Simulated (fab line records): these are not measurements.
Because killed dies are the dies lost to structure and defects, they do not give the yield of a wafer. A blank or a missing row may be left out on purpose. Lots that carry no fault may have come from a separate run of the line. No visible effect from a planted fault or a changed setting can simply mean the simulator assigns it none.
Which tool was responsible? / flow berkeleyCmos170 / Sampling: 13 lots, 39 wafers, 7 of 331 route steps

== WHAT EACH GAUGE READ, for each wafer ==
UCB170_START_BOW_MEAS_00. Usual: INCOMING_BOW typically reads 0 um, with standard deviation 6.7.
lot=L740; measured=day 1 10:01; on=filmMetro-03; INCOMING_BOW (um)=-2 8 4; flag=
lot=L741; measured=day 1 15:01; on=filmMetro-01; INCOMING_BOW (um)=0 -5 -11; flag=
lot=L743; measured=day 2 01:00; on=filmMetro-04; INCOMING_BOW (um)=5 0 4; flag=
lot=L744; measured=day 2 06:00; on=filmMetro-03; INCOMING_BOW (um)=-9 1 -2; flag=
lot=L745; measured=day 2 11:02; on=filmMetro-04; INCOMING_BOW (um)=-8 9 -8; flag=
lot=L746; measured=day 2 16:00; on=filmMetro-03; INCOMING_BOW (um)=-5 3 2; flag=
lot=L748; measured=day 3 02:02; on=filmMetro-03; INCOMING_BOW (um)=-3 -1 4; flag=
lot=L749; measured=day 3 07:00; on=filmMetro-01; INCOMING_BOW (um)=2 2 12; flag=
lot=L750; measured=day 3 12:00; on=filmMetro-04; INCOMING_BOW (um)=0 10 -12; flag=
lot=L751; measured=day 3 17:00; on=filmMetro-01; INCOMING_BOW (um)=-6 -7 2; flag=
lot=L752; measured=day 3 22:03; on=filmMetro-01; INCOMING_BOW (um)=-9 10 -4; flag=
lot=L753; measured=day 4 03:00; on=filmMetro-04; INCOMING_BOW (um)=3 -7 0; flag=
lot=L761; measured=day 5 19:00; on=filmMetro-04; INCOMING_BOW (um)=5 3 -6; flag=

UCB170_FIELD_THK_MEAS_02. Usual: FIELD_OXIDE_THK typically reads 558 nm, with standard deviation 13.
lot=L740; measured=day 6 07:20; on=filmMetro-03; FIELD_OXIDE_THK (nm)=562 569 564; flag=
lot=L741; measured=day 6 01:53; on=filmMetro-02; FIELD_OXIDE_THK (nm)=567 560 562; flag=
lot=L743; measured=day 6 07:16; on=filmMetro-01; FIELD_OXIDE_THK (nm)=576 587 578; flag=
lot=L744; measured=day 6 07:16; on=filmMetro-02; FIELD_OXIDE_THK (nm)=570 572 569; flag=
lot=L745; measured=day 6 07:17; on=filmMetro-03; FIELD_OXIDE_THK (nm)=553 554 551; flag=
lot=L746; measured=day 6 07:20; on=filmMetro-02; FIELD_OXIDE_THK (nm)=546 557 560; flag=
lot=L748; measured=day 7 00:35; on=filmMetro-01; FIELD_OXIDE_THK (nm)=562 570 568; flag=
lot=L749; measured=day 7 11:02; on=filmMetro-01; FIELD_OXIDE_THK (nm)=556 555 552; flag=
lot=L750; measured=day 7 00:35; on=filmMetro-02; FIELD_OXIDE_THK (nm)=543 558 555; flag=
lot=L751; measured=day 7 00:35; on=filmMetro-03; FIELD_OXIDE_THK (nm)=558 558 568; flag=
lot=L752; measured=day 7 11:03; on=filmMetro-02; FIELD_OXIDE_THK (nm)=569 559 558; flag=
lot=L753; measured=day 7 11:05; on=filmMetro-02; FIELD_OXIDE_THK (nm)=561 567 564; flag=
lot=L761; measured=day 9 20:20; on=filmMetro-03; FIELD_OXIDE_THK (nm)=522 519 511; flag=OFF

UCB170_FIELD_THK_MEAS_90. Usual: FIELD_OXIDE_LEFT_1_THK typically reads 441 nm, with standard deviation 13.
lot=L740; measured=day 6 16:37; on=filmMetro-02; FIELD_OXIDE_LEFT_1_THK (nm)=444 452 447; flag=
lot=L741; measured=day 6 11:23; on=filmMetro-01; FIELD_OXIDE_LEFT_1_THK (nm)=450 443 445; flag=
lot=L743; measured=day 6 16:36; on=filmMetro-01; FIELD_OXIDE_LEFT_1_THK (nm)=459 470 461; flag=
lot=L744; measured=day 6 16:36; on=filmMetro-03; FIELD_OXIDE_LEFT_1_THK (nm)=453 455 452; flag=
lot=L745; measured=day 6 16:41; on=filmMetro-03; FIELD_OXIDE_LEFT_1_THK (nm)=436 436 434; flag=
lot=L746; measured=day 6 16:40; on=filmMetro-02; FIELD_OXIDE_LEFT_1_THK (nm)=430 441 443; flag=
lot=L748; measured=day 7 11:26; on=filmMetro-02; FIELD_OXIDE_LEFT_1_THK (nm)=447 454 451; flag=
lot=L749; measured=day 7 19:50; on=filmMetro-01; FIELD_OXIDE_LEFT_1_THK (nm)=438 437 434; flag=
lot=L750; measured=day 7 11:26; on=filmMetro-03; FIELD_OXIDE_LEFT_1_THK (nm)=427 441 438; flag=
lot=L751; measured=day 7 11:25; on=filmMetro-01; FIELD_OXIDE_LEFT_1_THK (nm)=442 443 452; flag=
lot=L752; measured=day 7 19:52; on=filmMetro-02; FIELD_OXIDE_LEFT_1_THK (nm)=452 442 441; flag=
lot=L753; measured=day 7 19:50; on=filmMetro-03; FIELD_OXIDE_LEFT_1_THK (nm)=445 451 447; flag=
lot=L761; measured=day 10 06:54; on=filmMetro-03; FIELD_OXIDE_LEFT_1_THK (nm)=404 401 393; flag=OFF

UCB170_FIELD_THK_MEAS_91. Usual: FIELD_OXIDE_LEFT_2_THK typically reads 353 nm, with standard deviation 13.
lot=L740; measured=day 7 12:29; on=filmMetro-03; FIELD_OXIDE_LEFT_2_THK (nm)=357 364 360; flag=
lot=L741; measured=day 7 05:47; on=filmMetro-01; FIELD_OXIDE_LEFT_2_THK (nm)=362 355 357; flag=
lot=L743; measured=day 7 12:26; on=filmMetro-02; FIELD_OXIDE_LEFT_2_THK (nm)=372 383 373; flag=
lot=L744; measured=day 7 12:06; on=filmMetro-03; FIELD_OXIDE_LEFT_2_THK (nm)=364 366 364; flag=
lot=L745; measured=day 7 12:33; on=filmMetro-01; FIELD_OXIDE_LEFT_2_THK (nm)=346 347 345; flag=
lot=L746; measured=day 7 11:56; on=filmMetro-02; FIELD_OXIDE_LEFT_2_THK (nm)=343 353 355; flag=
lot=L748; measured=day 8 12:08; on=filmMetro-02; FIELD_OXIDE_LEFT_2_THK (nm)=359 367 364; flag=
lot=L749; measured=day 8 18:03; on=filmMetro-02; FIELD_OXIDE_LEFT_2_THK (nm)=350 349 346; flag=
lot=L750; measured=day 8 11:36; on=filmMetro-03; FIELD_OXIDE_LEFT_2_THK (nm)=338 353 351; flag=
lot=L751; measured=day 8 11:52; on=filmMetro-03; FIELD_OXIDE_LEFT_2_THK (nm)=354 354 363; flag=
lot=L752; measured=day 8 18:04; on=filmMetro-03; FIELD_OXIDE_LEFT_2_THK (nm)=364 354 353; flag=
lot=L753; measured=day 8 18:36; on=filmMetro-03; FIELD_OXIDE_LEFT_2_THK (nm)=358 364 359; flag=
lot=L761; measured=day 11 08:50; on=filmMetro-01; FIELD_OXIDE_LEFT_2_THK (nm)=315 313 304; flag=OFF

== TOOL THAT RAN EACH LOT (tool first, then ch and the chambers of the sampled wafers, then the start) ==
lot=L740; UCB170_PWELL_ETCH_14=rieDiel-02 ch 0,2,3, day 4 03:47; UCB170_PFIELD_STRIP_08=plasmaAsher-01 ch 0,1, day 6 01:23; UCB170_FIELD_OXIDATION_01=furnace-02 ch 0, day 6 04:16
lot=L741; UCB170_PWELL_ETCH_14=rieDiel-03 ch 0,2,3, day 4 03:22; UCB170_PFIELD_STRIP_08=plasmaAsher-02 ch 0,1, day 5 20:55; UCB170_FIELD_OXIDATION_01=furnace-01 ch 0, day 5 22:53
lot=L743; UCB170_PWELL_ETCH_14=rieDiel-03 ch 0,1,3, day 4 04:31; UCB170_PFIELD_STRIP_08=plasmaAsher-01 ch 0,1, day 6 00:40; UCB170_FIELD_OXIDATION_01=furnace-02 ch 0, day 6 04:16
lot=L744; UCB170_PWELL_ETCH_14=rieDiel-03 ch 1,2, day 4 03:58; UCB170_PFIELD_STRIP_08=plasmaAsher-03 ch 0,1, day 6 00:33; UCB170_FIELD_OXIDATION_01=furnace-02 ch 0, day 6 04:16
lot=L745; UCB170_PWELL_ETCH_14=rieDiel-01 ch 0,1,3, day 4 04:11; UCB170_PFIELD_STRIP_08=plasmaAsher-02 ch 0,1, day 6 00:51; UCB170_FIELD_OXIDATION_01=furnace-02 ch 0, day 6 04:16
lot=L746; UCB170_PWELL_ETCH_14=rieDiel-02 ch 0,1,3, day 4 04:14; UCB170_PFIELD_STRIP_08=plasmaAsher-03 ch 0,1, day 6 00:53; UCB170_FIELD_OXIDATION_01=furnace-02 ch 0, day 6 04:16
lot=L748; UCB170_PWELL_ETCH_14=rieDiel-03 ch 0,1,2, day 5 13:01; UCB170_PFIELD_STRIP_08=plasmaAsher-03 ch 0,1, day 6 19:19; UCB170_FIELD_OXIDATION_01=furnace-01 ch 0, day 6 21:35
lot=L749; UCB170_PWELL_ETCH_14=rieDiel-01 ch 0,1,3, day 5 13:20; UCB170_PFIELD_STRIP_08=plasmaAsher-02 ch 0,1, day 7 02:14; UCB170_FIELD_OXIDATION_01=furnace-02 ch 0, day 7 08:02
lot=L750; UCB170_PWELL_ETCH_14=rieDiel-01 ch 0,1,2, day 5 12:36; UCB170_PFIELD_STRIP_08=plasmaAsher-02 ch 0,1, day 6 19:29; UCB170_FIELD_OXIDATION_01=furnace-01 ch 0, day 6 21:35
lot=L751; UCB170_PWELL_ETCH_14=rieDiel-02 ch 1,2, day 5 13:04; UCB170_PFIELD_STRIP_08=plasmaAsher-01 ch 0,1, day 6 19:35; UCB170_FIELD_OXIDATION_01=furnace-01 ch 0, day 6 21:35
lot=L752; UCB170_PWELL_ETCH_14=rieDiel-01 ch 0,2, day 5 20:30; UCB170_PFIELD_STRIP_08=plasmaAsher-03 ch 0,1, day 7 02:03; UCB170_FIELD_OXIDATION_01=furnace-02 ch 0, day 7 08:02
lot=L753; UCB170_PWELL_ETCH_14=rieDiel-02 ch 1,2, day 5 19:46; UCB170_PFIELD_STRIP_08=plasmaAsher-01 ch 0,1, day 7 02:28; UCB170_FIELD_OXIDATION_01=furnace-02 ch 0, day 7 08:02
lot=L761; UCB170_PWELL_ETCH_14=rieDiel-02 ch 1,2, day 7 22:43; UCB170_PFIELD_STRIP_08=plasmaAsher-03 ch 1, day 9 12:43; UCB170_FIELD_OXIDATION_01=furnace-02 ch 0, day 9 17:20
- UCB170_PWELL_ETCH_14: etches Si3N4 in CH3F/Ar/O2, stops on SiO2, target depth 242 nm, time 151 s.
- UCB170_PFIELD_STRIP_08: strips in O2.
- UCB170_FIELD_OXIDATION_01: target thk 558.3 nm, ox time 7200 s.

== AS READ BY THE TOOLS THEMSELVES (means over the sampled wafers that have a number; for cases with no such wafer, the mark the record gives instead) ==
UCB170_PWELL_ETCH_14. Usual: CH3F_flow_sccm 20.00 sccm, standard deviation 0.057; O2_flow_sccm 7.004 sccm, standard deviation 0.023; drypumpMotorCurrentA 5.8 A, standard deviation 0.44; oesProductAu 0.945 a.u., standard deviation 0.016; throttleValvePct 8.06 %, standard deviation 0.11.
lot=L740; tool=rieDiel-02; CH3F_flow_sccm (sccm)=19.96; O2_flow_sccm (sccm)=7.008; drypumpMotorCurrentA (A)=5.6; oesProductAu (a.u.)=0.945; throttleValvePct (%)=8.03; flag=
lot=L741; tool=rieDiel-03; CH3F_flow_sccm (sccm)=19.97; O2_flow_sccm (sccm)=6.992; drypumpMotorCurrentA (A)=5.7; oesProductAu (a.u.)=0.942; throttleValvePct (%)=8.13; flag=
lot=L743; tool=rieDiel-03; CH3F_flow_sccm (sccm)=20.01; O2_flow_sccm (sccm)=7.009; drypumpMotorCurrentA (A)=6.1; oesProductAu (a.u.)=0.935; throttleValvePct (%)=8.01; flag=
lot=L744; tool=rieDiel-03; CH3F_flow_sccm (sccm)=19.97; O2_flow_sccm (sccm)=6.998; drypumpMotorCurrentA (A)=6.2; oesProductAu (a.u.)=0.933; throttleValvePct (%)=8.01; flag=
lot=L745; tool=rieDiel-01; CH3F_flow_sccm (sccm)=20.06; O2_flow_sccm (sccm)=7.000; drypumpMotorCurrentA (A)=5.7; oesProductAu (a.u.)=0.943; throttleValvePct (%)=8.09; flag=
lot=L746; tool=rieDiel-02; CH3F_flow_sccm (sccm)=20.02; O2_flow_sccm (sccm)=7.019; drypumpMotorCurrentA (A)=6.0; oesProductAu (a.u.)=0.955; throttleValvePct (%)=8.04; flag=
lot=L748; tool=rieDiel-03; CH3F_flow_sccm (sccm)=19.96; O2_flow_sccm (sccm)=7.007; drypumpMotorCurrentA (A)=6.0; oesProductAu (a.u.)=0.936; throttleValvePct (%)=8.09; flag=
lot=L749; tool=rieDiel-01; CH3F_flow_sccm (sccm)=19.99; O2_flow_sccm (sccm)=7.002; drypumpMotorCurrentA (A)=5.7; oesProductAu (a.u.)=0.948; throttleValvePct (%)=8.08; flag=
lot=L750; tool=rieDiel-01; CH3F_flow_sccm (sccm)=19.96; O2_flow_sccm (sccm)=7.012; drypumpMotorCurrentA (A)=5.6; oesProductAu (a.u.)=0.937; throttleValvePct (%)=8.05; flag=
lot=L751; tool=rieDiel-02; CH3F_flow_sccm (sccm)=19.96; O2_flow_sccm (sccm)=7.008; drypumpMotorCurrentA (A)=6.1; oesProductAu (a.u.)=0.926; throttleValvePct (%)=7.95; flag=
lot=L752; tool=rieDiel-01; CH3F_flow_sccm (sccm)=19.92; O2_flow_sccm (sccm)=7.022; drypumpMotorCurrentA (A)=5.3; oesProductAu (a.u.)=0.956; throttleValvePct (%)=8.08; flag=
lot=L753; tool=rieDiel-02; CH3F_flow_sccm (sccm)=19.97; O2_flow_sccm (sccm)=6.980; drypumpMotorCurrentA (A)=5.7; oesProductAu (a.u.)=0.943; throttleValvePct (%)=7.94; flag=
lot=L761; tool=rieDiel-02; CH3F_flow_sccm (sccm)=19.98; O2_flow_sccm (sccm)=7.002; drypumpMotorCurrentA (A)=6.1; oesProductAu (a.u.)=0.931; throttleValvePct (%)=7.95; flag=

UCB170_PFIELD_STRIP_08. Usual: drypumpMotorCurrentA 5.8 A, standard deviation 0.33; oesProductAu 0.735 a.u., standard deviation 0.0044; stripTimeToEndpointS 21.66 s, standard deviation 0.051.
lot=L740; tool=plasmaAsher-01; drypumpMotorCurrentA (A)=5.7; oesProductAu (a.u.)=0.736; stripTimeToEndpointS (s)=21.67; flag=
lot=L741; tool=plasmaAsher-02; drypumpMotorCurrentA (A)=5.3; oesProductAu (a.u.)=0.735; stripTimeToEndpointS (s)=21.67; flag=
lot=L743; tool=plasmaAsher-01; drypumpMotorCurrentA (A)=5.6; oesProductAu (a.u.)=0.736; stripTimeToEndpointS (s)=21.60; flag=
lot=L744; tool=plasmaAsher-03; drypumpMotorCurrentA (A)=6.0; oesProductAu (a.u.)=0.735; stripTimeToEndpointS (s)=21.59; flag=
lot=L745; tool=plasmaAsher-02; drypumpMotorCurrentA (A)=5.4; oesProductAu (a.u.)=0.734; stripTimeToEndpointS (s)=21.68; flag=
lot=L746; tool=plasmaAsher-03; drypumpMotorCurrentA (A)=6.0; oesProductAu (a.u.)=0.731; stripTimeToEndpointS (s)=21.58; flag=
lot=L748; tool=plasmaAsher-03; drypumpMotorCurrentA (A)=6.0; oesProductAu (a.u.)=0.736; stripTimeToEndpointS (s)=21.69; flag=
lot=L749; tool=plasmaAsher-02; drypumpMotorCurrentA (A)=5.4; oesProductAu (a.u.)=0.735; stripTimeToEndpointS (s)=21.67; flag=
lot=L750; tool=plasmaAsher-02; drypumpMotorCurrentA (A)=5.3; oesProductAu (a.u.)=0.734; stripTimeToEndpointS (s)=21.69; flag=
lot=L751; tool=plasmaAsher-01; drypumpMotorCurrentA (A)=5.7; oesProductAu (a.u.)=0.736; stripTimeToEndpointS (s)=21.72; flag=
lot=L752; tool=plasmaAsher-03; drypumpMotorCurrentA (A)=6.0; oesProductAu (a.u.)=0.733; stripTimeToEndpointS (s)=21.70; flag=
lot=L753; tool=plasmaAsher-01; drypumpMotorCurrentA (A)=5.6; oesProductAu (a.u.)=0.739; stripTimeToEndpointS (s)=21.63; flag=
lot=L761; tool=plasmaAsher-03; drypumpMotorCurrentA (A)=6.3; oesProductAu (a.u.)=0.730; stripTimeToEndpointS (s)=21.66; flag=

UCB170_FIELD_OXIDATION_01. Usual: tubeCenterTempC at 999.99 C, with a standard deviation of 0.1.
lot=L740; tool=furnace-02; tubeCenterTempC (C)=999.92; flag=
lot=L741; tool=furnace-01; tubeCenterTempC (C)=999.97; flag=
lot=L743; tool=furnace-02; tubeCenterTempC (C)=999.96; flag=
lot=L744; tool=furnace-02; tubeCenterTempC (C)=999.98; flag=
lot=L745; tool=furnace-02; tubeCenterTempC (C)=1000.03; flag=
lot=L746; tool=furnace-02; tubeCenterTempC (C)=999.96; flag=
lot=L748; tool=furnace-01; tubeCenterTempC (C)=1000.02; flag=
lot=L749; tool=furnace-02; tubeCenterTempC (C)=1000.07; flag=
lot=L750; tool=furnace-01; tubeCenterTempC (C)=1000.03; flag=
lot=L751; tool=furnace-01; tubeCenterTempC (C)=999.98; flag=
lot=L752; tool=furnace-02; tubeCenterTempC (C)=999.91; flag=
lot=L753; tool=furnace-02; tubeCenterTempC (C)=1000.05; flag=
lot=L761; tool=furnace-02; tubeCenterTempC (C)=1000.10; flag=

== THE ANSWER, worked out from the rows above alone ==
Rule: a lot is off if the mean of its wafers that have a number lies more than 3 standard deviations from the usual mean. Also off: a lot with no number at a reading for which 4 or more lots have one. Any other lot the step has rows for is counted as sound. The gauges are gone through in route order, then the tools' own readings, and for those a lot's mean is taken as printed above. At the first step where some lot is off, the reading lying furthest off is the one used; lots without a number count as furthest.
Off: L761, at UCB170_FIELD_THK_MEAS_02 (FIELD_OXIDE_THK).
A tool fits if, at a process step before that reading, it ran every lot that is off, and no sound lot after the first of them. The gauges at UCB170_FIELD_THK_MEAS_02 aren't tried: what is off there is off at UCB170_FIELD_THK_MEAS_91 too, on other tools, and a gauge's error can't cause that. Can't be told from this: 3 tools fit, rieDiel-02 at UCB170_PWELL_ETCH_14, plasmaAsher-03 at UCB170_PFIELD_STRIP_08, furnace-02 at UCB170_FIELD_OXIDATION_01.

== WHAT THE SIMULATOR PUT IN ==
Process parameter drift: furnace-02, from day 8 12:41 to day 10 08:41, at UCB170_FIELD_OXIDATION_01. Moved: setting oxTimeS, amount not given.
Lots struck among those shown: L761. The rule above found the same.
